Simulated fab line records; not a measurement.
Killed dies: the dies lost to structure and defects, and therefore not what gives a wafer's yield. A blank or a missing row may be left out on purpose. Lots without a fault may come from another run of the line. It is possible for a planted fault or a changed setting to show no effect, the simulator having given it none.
fab line records    flow rit_cmos
record lots=7  wafers=21  last_day=6
route steps=202 shown PWELL@44 WELLDRIVE@50 NWELL@51 NRETRO@53 M1@202
lots that met no fault: from a run of the same line without faults
start_h: start of the lot's first displayed wafer, in hours after the record's first day    wait_h: hours since the lot's step before    " repeats the value in the row above    L1.1+2: one row covering several wafers at once    - either no value or no given start    * or withheld: withheld    < > ~ a bound
route shown NAME@n: a module of which the file shows steps, and the number in the route of the first    usual: average and standard deviation across the fault-free wafers    same: alike in all rows    chamber/n: place in a boat    sites: readings site by site    _std_site: the values' standard deviation    _edge_site: the outer-site mean with the inner-site mean subtracted    radius_mm: for every site, how far away it sits from the centre of the wafer    mask NAME#n: copy n    behind: the tool/chamber that last shaped the wafer    hold: reason for holding the lot/hours on hold/outcome of the hold    device: which transistor (n, p or np) failed to switch    end of line: at the end of the route, the tests of the same wafers    a step with no rows: only its recipe    killed: dies that structure and defects cost at the first sort, which is not the same as the wafer's yield    map: a wafer's dies, x killed, . not, _ none there
set.NAME: the setting the step ran with; set.NAME@STEP: the setting that earlier step ran with    model.NAME: the simulator's own value behind a step, which no gauge read
lots at some steps of the route; a table a step, a row a wafer
services: the hour from which a tool's chamber was out of use, counted from the record's first day as start_h (under 0 if before that day), plus the number of hours and why
## steps
# step RIT_PWELL_DEVELOP_05
# recipe resist=NOVOLAK  develop_time_s=68  dev_temp_c=23
# step RIT_PWELL_OVL_MEAS_06
# usual PWELL_OVL=-1.0/1.5
lot.wafer  tool        chamber  start_h  wait_h  PWELL_OVL[nm]
L212.1     overlay-01  -        22.36    -       -2.3
L212.2     "           -        "        "       -2.1
L212.6     "           -        "        "       -2.8
L213.2     overlay-02  -        26.87    -       -0.8
L213.5     "           -        "        "       -1.9
L213.6     "           -        "        "       -2.2
L219.2     overlay-02  -        60.87    -       1.4
L219.3     "           -        "        "       -0.9
L219.4     "           -        "        "       0.6
L221.1     overlay-02  -        67.00    -       -1.4
L221.2     "           -        "        "       -1.3
L221.6     "           -        "        "       -1.9
L222.2     overlay-01  -        72.79    -       -3.0
L222.3     "           -        "        "       -2.6
L222.5     "           -        "        "       -0.9
L225.1     overlay-01  -        87.12    -       -4.2
L225.4     "           -        "        "       -2.2
L225.6     "           -        "        "       -3.7
L227.4     overlay-01  -        99.18    -       1.5
L227.5     "           -        "        "       0.9
L227.6     "           -        "        "       -1.7
# step RIT_PWELL_HARDBAKE_07
# recipe resist=NOVOLAK  temp_c=140  time_s=120
# step RIT_PWELL_IMPLANT_08
# recipe species=B  energy_kev=170  dose_cm2=7e+13  tilt_deg=7
# step RIT_PWELL_STRIP_09
# recipe chemistry=O2  time_s=180  resist=NOVOLAK  platen_temp_c=withheld  power_w=500  pressure_mtorr=4000  o2_flow_sccm=4000
# usual drypump_motor_current_A=6.11/0.27
lot.wafer  tool             chamber  start_h  wait_h  drypump_motor_current_A  rf_hours_counter_h
L212.1     plasma_asher-03  1        22.80    0.1     5.78                     41
L212.2     "                0        "        "       6.35                     41
L212.6     "                0        "        "       6.35                     -
L213.2     plasma_asher-01  1        27.30    0.1     6.02                     36
L213.5     "                0        "        "       6.12                     -
L213.6     "                1        "        "       6.03                     -
L219.2     plasma_asher-03  0        61.30    0.1     6.36                     45
L219.3     "                0        "        "       6.35                     -
L219.4     "                1        "        "       5.76                     -
L221.1     plasma_asher-04  1        67.43    0.1     6.63                     28
L221.2     "                0        "        "       5.89                     28
L221.6     "                0        "        "       5.90                     -
L222.2     plasma_asher-04  0        73.22    0.1     5.87                     29
L222.3     "                1        "        "       6.59                     -
L222.5     "                1        "        "       6.59                     -
L225.1     plasma_asher-03  1        87.75    0.1     5.76                     48
L225.4     "                1        "        "       5.77                     -
L225.6     "                1        "        "       5.77                     -
L227.4     plasma_asher-03  0        99.66    0.1     6.33                     -
L227.5     "                0        "        "       6.32                     -
L227.6     "                1        "        "       5.77                     -
# step RIT_PWELL_TW_MEAS_10
# usual PWELL_TW=957/8.5
lot.wafer  tool           chamber  start_h  wait_h  PWELL_TW
L212.1     film_metro-01  -        22.97    0.1     959
L212.2     "              -        "        "       963
L212.6     "              -        "        "       962
L213.2     film_metro-04  -        27.48    0.1     967
L213.5     "              -        "        "       965
L213.6     "              -        "        "       964
L219.2     film_metro-02  -        61.49    0.1     943
L219.3     "              -        "        "       941
L219.4     "              -        "        "       946
L221.1     film_metro-04  -        67.61    0.1     961
L221.2     "              -        "        "       966
L221.6     "              -        "        "       967
L222.2     film_metro-04  -        73.40    0.1     965
L222.3     "              -        "        "       968
L222.5     "              -        "        "       969
L225.1     film_metro-01  -        87.93    0.1     959
L225.4     "              -        "        "       959
L225.6     "              -        "        "       958
L227.4     film_metro-04  -        99.80    0.1     946
L227.5     "              -        "        "       947
L227.6     "              -        "        "       948
# step RIT_WELLDRIVE_ANNEAL_00
# recipe temp_c=1100  time_s=14700  ambient=N2
# step RIT_WELLDRIVE_RS_MEAS_01
# recipe thk_meas_gauge=four-point-probe
# usual NWELL_RS=275.5/0.82
lot.wafer  tool           chamber  start_h  wait_h  NWELL_RS[ohm/sq]
L212.1     film_metro-04  -        28.58    0.0     276.7
L212.2     "              -        "        "       276.8
L212.6     "              -        "        "       276.7
L213.2     film_metro-04  -        32.64    0.0     276.1
L213.5     "              -        "        "       276.2
L213.6     "              -        "        "       277.2
L219.2     film_metro-04  -        66.64    0.0     274.3
L219.3     "              -        "        "       275.8
L219.4     "              -        "        "       274.8
L221.1     film_metro-04  -        72.75    0.0     275.1
L221.2     "              -        "        "       275.0
L221.6     "              -        "        "       275.2
L222.2     film_metro-04  -        78.55    0.0     275.3
L222.3     "              -        "        "       275.3
L222.5     "              -        "        "       275.5
L225.1     film_metro-01  -        93.07    0.0     275.4
L225.4     "              -        "        "       275.9
L225.6     "              -        "        "       275.9
L227.4     film_metro-01  -        104.98   0.1     276.9
L227.5     "              -        "        "       277.0
L227.6     "              -        "        "       276.7
# step RIT_WELLDRIVE_RS_MEAS_02
# recipe thk_meas_gauge=four-point-probe
# usual PWELL_RS=429.6/1.2
lot.wafer  tool           chamber  start_h  wait_h  PWELL_RS[ohm/sq]
L212.1     film_metro-04  -        28.70    0.1     429.1
L212.2     "              -        "        "       427.2
L212.6     "              -        "        "       428.0
L213.2     film_metro-04  -        32.76    0.1     427.6
L213.5     "              -        "        "       428.9
L213.6     "              -        "        "       428.1
L219.2     film_metro-04  -        66.76    0.1     429.2
L219.3     "              -        "        "       429.2
L219.4     "              -        "        "       429.9
L221.1     film_metro-04  -        72.87    0.1     430.6
L221.2     "              -        "        "       430.3
L221.6     "              -        "        "       430.4
L222.2     film_metro-04  -        78.67    0.1     431.9
L222.3     "              -        "        "       428.8
L222.5     "              -        "        "       429.8
L225.1     film_metro-01  -        93.19    0.1     432.2
L225.4     "              -        "        "       430.5
L225.6     "              -        "        "       431.8
L227.4     film_metro-01  -        105.10   0.1     430.9
L227.5     "              -        "        "       431.7
L227.6     "              -        "        "       431.3
# step RIT_NRETRO_HMDS_00
# recipe prime_time_s=60  prime_temp_c=140
# step RIT_NRETRO_COAT_01
# recipe resist=NOVOLAK  spin_rpm=2000  resist_thk_nm=1300
# step RIT_NRETRO_SOFTBAKE_02
# recipe resist=NOVOLAK  temp_c=90  time_s=60
# step RIT_NRETRO_EXPOSE_03
# recipe mask_id=M4  na=0.57  target_cd_nm=43900  dose_mj=250
# usual stage_vel_mm_s=499.92/0.26
lot.wafer  tool              chamber  start_h  wait_h  mask  stage_vel_mm_s  model.NRETRO.overlay_x_nm
L212.1     iline_stepper-02  0        29.39    0.2     M4#0  499.90          -0.8687
L212.2     "                 0        "        "       M4#0  499.92          -0.8687
L212.6     "                 0        "        "       M4#0  500.03          -0.8687
L213.2     iline_stepper-01  0        33.45    0.2     M4#0  499.79          0.6317
L213.5     "                 0        "        "       M4#0  499.77          0.6317
L213.6     "                 0        "        "       M4#0  499.89          0.6317
L219.2     iline_stepper-01  0        67.45    0.2     M4#0  500.22          420.4
L219.3     "                 0        "        "       M4#0  499.79          420.4
L219.4     "                 0        "        "       M4#0  499.94          420.4
L221.1     iline_stepper-01  0        73.56    0.2     M4#0  500.04          418.6
L221.2     "                 0        "        "       M4#0  500.21          418.6
L221.6     "                 0        "        "       M4#0  499.99          418.6
L222.2     iline_stepper-01  0        79.24    0.1     M4#0  500.15          418.6
L222.3     "                 0        "        "       M4#0  500.04          418.6
L222.5     "                 0        "        "       M4#0  499.98          418.6
L225.1     iline_stepper-02  0        93.88    0.2     M4#0  499.75          -0.4728
L225.4     "                 0        "        "       M4#0  499.96          -0.4728
L225.6     "                 0        "        "       M4#0  499.80          -0.4728
L227.4     iline_stepper-02  0        105.67   0.1     M4#0  500.32          -0.07545
L227.5     "                 0        "        "       M4#0  500.24          -0.07545
L227.6     "                 0        "        "       M4#0  500.23          -0.07545
# step RIT_NRETRO_PEB_04
# recipe resist=NOVOLAK  temp_c=withheld  time_s=withheld
# step RIT_NRETRO_DEVELOP_05
# recipe resist=NOVOLAK  develop_time_s=68  dev_temp_c=23
# step RIT_NRETRO_OVL_MEAS_06
# usual NRETRO_OVL=-0.1/1.5
lot.wafer  tool        chamber  start_h  wait_h  NRETRO_OVL[nm]
L212.1     overlay-02  -        29.82    -       -1.0
L212.2     "           -        "        "       -0.6
L212.6     "           -        "        "       -2.3
L213.2     overlay-01  -        33.87    -       2.3
L213.5     "           -        "        "       1.9
L213.6     "           -        "        "       3.1
L219.2     overlay-02  -        67.87    -       419.9
L219.3     "           -        "        "       419.9
L219.4     "           -        "        "       421.4
L221.1     overlay-02  -        73.99    -       419.2
L221.2     "           -        "        "       419.5
L221.6     "           -        "        "       419.3
L222.2     overlay-01  -        79.66    -       419.8
L222.3     "           -        "        "       420.5
L222.5     "           -        "        "       421.0
L225.1     overlay-02  -        94.31    -       -3.8
L225.4     "           -        "        "       -1.3
L225.6     "           -        "        "       -1.7
L227.4     overlay-02  -        106.06   -       -1.2
L227.5     "           -        "        "       -2.4
L227.6     "           -        "        "       -0.6
# step RIT_NRETRO_HARDBAKE_07
# recipe resist=NOVOLAK  temp_c=140  time_s=120
# step RIT_M1_PROBE_99
# usual killed_at_contacts=0.1/0.28  killed_at_front_end=6.5/3  killed_dies=7/3  killed_open=3.2/2  killed_short=3.2/1.9
# same gross_dies=264  killed_at_M0_to_M3=0  killed_at_M4_up=0  killed_at_back_side=0  killed_at_other=0
lot.wafer  tool       chamber  start_h  wait_h  killed_at_contacts  killed_at_front_end  killed_dies  killed_open  killed_short  model.etest.well_edge_left.line_ohm_um  model.etest.retro_edge_nmos.off_log10_a_um  model.etest.retro_edge_pmos.off_log10_a_um
L212.1     prober-01  -        58.82    0.1     0                   4                    4            3            1             185.5                                   -10.16                                      -10.28
L212.2     prober-01  -        58.87    0.1     0                   6                    6            2            4             181.3                                   -9.98                                       -10.48
L212.6     prober-01  -        59.07    0.2     0                   7                    7            3            4             183.8                                   -9.717                                      -10.16
L213.2     prober-02  -        63.67    0.1     0                   8                    8            2            6             181.8                                   -10.97                                      -10.38
L213.5     prober-02  -        63.82    0.2     2                   9                    11           5            6             181.8                                   -10.81                                      -10.67
L213.6     prober-02  -        63.87    0.2     0                   12                   12           6            6             180.8                                   -10.64                                      -10.56
L219.2     prober-02  -        97.64    0.1     0                   12                   12           4            8             188.2                                   -7.144                                      -7.67
L219.3     prober-02  -        97.69    0.2     0                   7                    7            3            4             189.5                                   -7.082                                      -7.821
L219.4     prober-02  -        97.74    0.2     0                   7                    7            4            3             188.9                                   -7.569                                      -7.896
L221.1     prober-02  -        101.71   0.1     0                   7                    7            1            6             189.4                                   -6.706                                      -7.036
L221.2     prober-02  -        101.76   0.1     0                   7                    7            3            4             187                                     -6.646                                      -7.168
L221.6     prober-02  -        101.96   0.2     0                   4                    4            0            4             191.1                                   -6.402                                      -6.997
L222.2     prober-01  -        110.04   0.1     0                   4                    4            3            1             188.3                                   -6.797                                      -7.163
L222.3     prober-01  -        110.09   0.2     1                   7                    8            4            4             187.2                                   -6.567                                      -6.948
L222.5     prober-01  -        110.19   0.2     1                   2                    3            2            1             190.7                                   -7.338                                      -7.578
L225.1     prober-02  -        121.81   0.1     0                   5                    5            4            1             180.8                                   -10.24                                      -10.44
L225.4     prober-02  -        121.96   0.2     0                   6                    6            2            4             180                                     -10.28                                      -10.37
L225.6     prober-02  -        122.06   0.2     0                   3                    3            2            1             183.4                                   -10.35                                      -10.7
L227.4     prober-02  -        134.07   0.2     0                   4                    4            3            1             180.9                                   -10.56                                      -10.63
L227.5     prober-02  -        134.12   0.2     0                   9                    9            4            3             186                                     -10.62                                      -10.65
L227.6     prober-02  -        134.17   0.2     0                   4                    4            0            4             185.3                                   -10.23                                      -10.31
# killed by level:class
L212.1 SILICIDE:geometric_particle:open=2 REOX:geometric_particle:short=1 SPACER:geometric_particle:open=1
L212.2 SILICIDE:geometric_particle:short=2 FOX1:geometric_particle:short=1 GATE:geometric_particle:short=1 SPACER:geometric_particle:open=1 SILICIDE:geometric_particle:open=1
L212.6 FOX2:geometric_particle:short=3 FOX1:geometric_particle:open=1 FOX1:geometric_particle:short=1 FOX2:geometric_particle:open=1 GATE:geometric_particle:open=1
L213.2 GATE:geometric_particle:short=2 FOX2:geometric_particle:short=1 FOX2:geometric_particle:open=1 GATE:geometric_particle:open=1 REOX:geometric_particle:short=1 SPACER:geometric_particle:short=1 SILICIDE:geometric_particle:short=1
L213.5 GATE:geometric_particle:short=3 GATE:geometric_particle:open=2 SPACER:geometric_particle:open=2 SILICIDE:geometric_particle:short=2 CONTACT:geometric_particle:short=1 CONTACT:geometric_particle:open=1
L213.6 GATE:geometric_particle:open=4 GATE:geometric_particle:short=3 FOX1:geometric_particle:open=2 SILICIDE:geometric_particle:short=2 REOX:geometric_particle:short=1
L219.2 GATE:geometric_particle:open=3 REOX:geometric_particle:short=3 GATE:geometric_particle:short=2 ACTIVE:geometric_particle:short=1 FOX2:geometric_particle:short=1 FOX2:geometric_particle:open=1 SILICIDE:geometric_particle:short=1
L219.3 GATE:geometric_particle:short=3 REOX:geometric_particle:open=2 FOX1:geometric_particle:open=1 REOX:geometric_particle:short=1
L219.4 REOX:geometric_particle:open=3 GATE:geometric_particle:short=2 FOX1:geometric_particle:short=1 FOX1:geometric_particle:open=1
L221.1 FOX1:geometric_particle:short=2 SILICIDE:geometric_particle:short=2 GATE:geometric_particle:short=1 SPACER:geometric_particle:short=1 SILICIDE:geometric_particle:open=1
L221.2 SPACER:geometric_particle:open=2 SILICIDE:geometric_particle:short=2 GATE:geometric_particle:short=1 REOX:geometric_particle:open=1 REOX:geometric_particle:short=1
L221.6 FOX1:geometric_particle:short=1 GATE:geometric_particle:short=1 SPACER:geometric_particle:short=1 SILICIDE:geometric_particle:short=1
L222.2 GATE:geometric_particle:open=2 FOX1:geometric_particle:open=1 REOX:geometric_particle:short=1
L222.3 FOX1:geometric_particle:short=2 GATE:geometric_particle:open=2 FOX1:geometric_particle:open=1 GATE:geometric_particle:short=1 REOX:geometric_particle:short=1 CONTACT:geometric_particle:open=1
L222.5 FOX1:geometric_particle:open=2 CONTACT:geometric_particle:short=1
L225.1 GATE:geometric_particle:open=3 FOX1:geometric_particle:open=1 GATE:geometric_particle:short=1
L225.4 GATE:geometric_particle:open=2 SPACER:geometric_particle:short=2 FOX1:geometric_particle:short=1 REOX:geometric_particle:short=1
L225.6 ACTIVE:geometric_particle:short=1 FOX1:geometric_particle:open=1 SILICIDE:geometric_particle:open=1
L227.4 GATE:geometric_particle:open=2 FOX2:geometric_particle:open=1 GATE:geometric_particle:short=1
L227.5 GATE:geometric_particle:short=2 SILICIDE:geometric_particle:open=2 NSD:coat_microbubble_printed=2 FOX1:geometric_particle:open=1 GATE:geometric_particle:open=1 SPACER:geometric_particle:short=1
L227.6 GATE:geometric_particle:short=2 SPACER:geometric_particle:short=1 SILICIDE:geometric_particle:short=1
## services
tool              chamber  start_h  hours  kind
iline_stepper-02  0        1.35     -      calibration
iline_stepper-01  0        31.69    -      calibration
plasma_asher-04   -        78.37    17.6   repair
iline_stepper-01  -        96.65    3.8    repair
## key
first_sign step=RIT_NRETRO_OVL_MEAS_06  reading=NRETRO_OVL  direction=up  sigmas=99+  usual=-0.1  struck=420.0
effect none on later readings
model_effect step=RIT_NRETRO_EXPOSE_03  value=NRETRO.overlay_x_nm  without=-0.7963  struck=419.2
model_effect step=RIT_M1_PROBE_99  value=etest.well_edge_left.line_ohm_um  without=183.5  struck=188.9
met_at RIT_NRETRO_EXPOSE_03
struck_wafers L219.2,L219.3,L219.4,L221.1,L221.2,L221.6,L222.2,L222.3,L222.5
tester_left_out L219,L221,L222
onset_between 33.45 67.45
fault kind=scanner_matching_overlay  tool=iline_stepper-01  chamber=-  onset_h=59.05  steps=RIT_NRETRO_EXPOSE_03  offset=420
# tester_left_out: of these lots the tester's yield and bins aren't shown, on N5 and GAA mostly nor the transistor test; their killed dies are dies lost to structure and defects alone, not to doping, threshold or leakage, so they don't give the yield
